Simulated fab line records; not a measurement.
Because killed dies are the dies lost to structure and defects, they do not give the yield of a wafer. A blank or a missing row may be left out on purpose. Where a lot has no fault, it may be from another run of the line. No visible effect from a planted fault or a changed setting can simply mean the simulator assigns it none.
Struck lot and sound lot, side by side || flow rit-cmos || 15 steps out of a route of 202
Sound: these wafers, L849.2, L849.5, L849.6. Wafers L857.1, L857.2, L857.4 were the ones struck. The cause is given at the end.
For every step that has rows: the tool of each side, followed by ch and its chambers, followed by its first start. Under that, the readings that differ: sound wafers || struck wafers || difference of the means || sigmas: that difference in standard deviations of wafers without a fault.
alike: words and numbers the same on both sides, and readings whose means are apart by under 2 such deviations; not compared: readings that were withheld, readings missing a value for some wafer, numbers with overlapping values and no deviation given by the record, and bounds like >300 which may hide the same value.
Wherever a step has rows on one side only, a row that says differs or no value, or a row with sigmas, the two part there. Non-overlapping numbers with no deviation appear without sigmas and do not part them. Lack of a reading on every wafer of one side parts them only where that side has two or more wafers.

first, 2 steps without rows for these wafers: RIT_SPACER_CLEAN_02 (cleans in SC2, time 600 s); RIT_SPACER_CVD_03 (deposits Si3N4 from SiH2Cl2/NH3, target thk 250 nm, time 3300 s).
RIT_SPACER_THK_MEAS_04:
  sound: film-metro-04 at day 3 17:28; struck: film-metro-03 at day 5 00:47
  alike: SPACER_NITRIDE_THK
RIT_SPACER_ETCHBACK_05: etches Si3N4 in SF6/CHF3, stops on SiO2, target depth 250 nm, time 240 s.
  sound on rie-diel-02 ch 1,2,3, day 3 17:31; struck on rie-diel-03 ch 0,1,3, day 5 00:50
  alike: drypump-motor-current-A, oes-product-au, rf-fwd-power-W, throttle-valve-pct
  not compared: rf-hours-counter-h
then, 6 steps without rows for these wafers: RIT_NSD_HMDS_00 (prime time 60 s); RIT_NSD_COAT_01 (resist thk 1000 nm); RIT_NSD_SOFTBAKE_02 (time 60 s); RIT_NSD_EXPOSE_03 (exposes mask M9, target cd 40700 nm); RIT_NSD_PEB_04; RIT_NSD_DEVELOP_05 (develop time 50 s).
RIT_NSD_OVL_MEAS_06:
  sound: overlay-02 at day 3 18:42; struck: overlay-02 at day 5 01:59
  alike: NSD_OVL
then, 1 step without rows for these wafers: RIT_NSD_HARDBAKE_07 (time 60 s).
RIT_NSD_IMPLANT_08:
  sound on implanter-01 ch 0, day 3 18:54; struck on implanter-01 ch 0, day 5 02:11
{"reading": "beam-energy-keV", "sound": "25.006 25.017 24.998", "struck": "26.301 26.293 26.286", "difference": "+1.286", "sigmas": "+99 or more"}
{"reading": "model.implant.rp-nm (nm)", "sound": "32.33 32.33 32.33", "struck": "32.93 32.93 32.93", "difference": "+0.60", "sigmas": ""}
{"reading": "model.implant.drp-nm (nm)", "sound": "14.84 14.84 14.84", "struck": "15.29 15.29 15.29", "difference": "+0.45", "sigmas": ""}
  alike: end-station-pressure-torr, faraday-current-uA
RIT_NSD_STRIP_09: strips in O2, time 180 s.
  sound on plasma-asher-02 ch 0,1, day 3 19:02; struck on plasma-asher-04 ch 0,1, day 5 02:20
{"reading": "drypump-motor-current-A (A)", "sound": "5.0 5.3 5.0", "struck": "5.7 6.6 6.6", "difference": "+1.2", "sigmas": "+2"}
  not compared: rf-hours-counter-h
RIT_M1_PROBE_99:
  the record holds rows for the sound wafers here (prober-01, day 4 05:08) but none for the struck ones

WHERE THEY PART
Last at RIT_M1_PROBE_99 as far as this record goes, first at RIT_NSD_IMPLANT_08.

WHY: the cause the simulator had injected
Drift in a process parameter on implanter-01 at RIT_NSD_IMPLANT_08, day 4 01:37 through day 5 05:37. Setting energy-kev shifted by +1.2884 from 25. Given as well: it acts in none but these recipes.
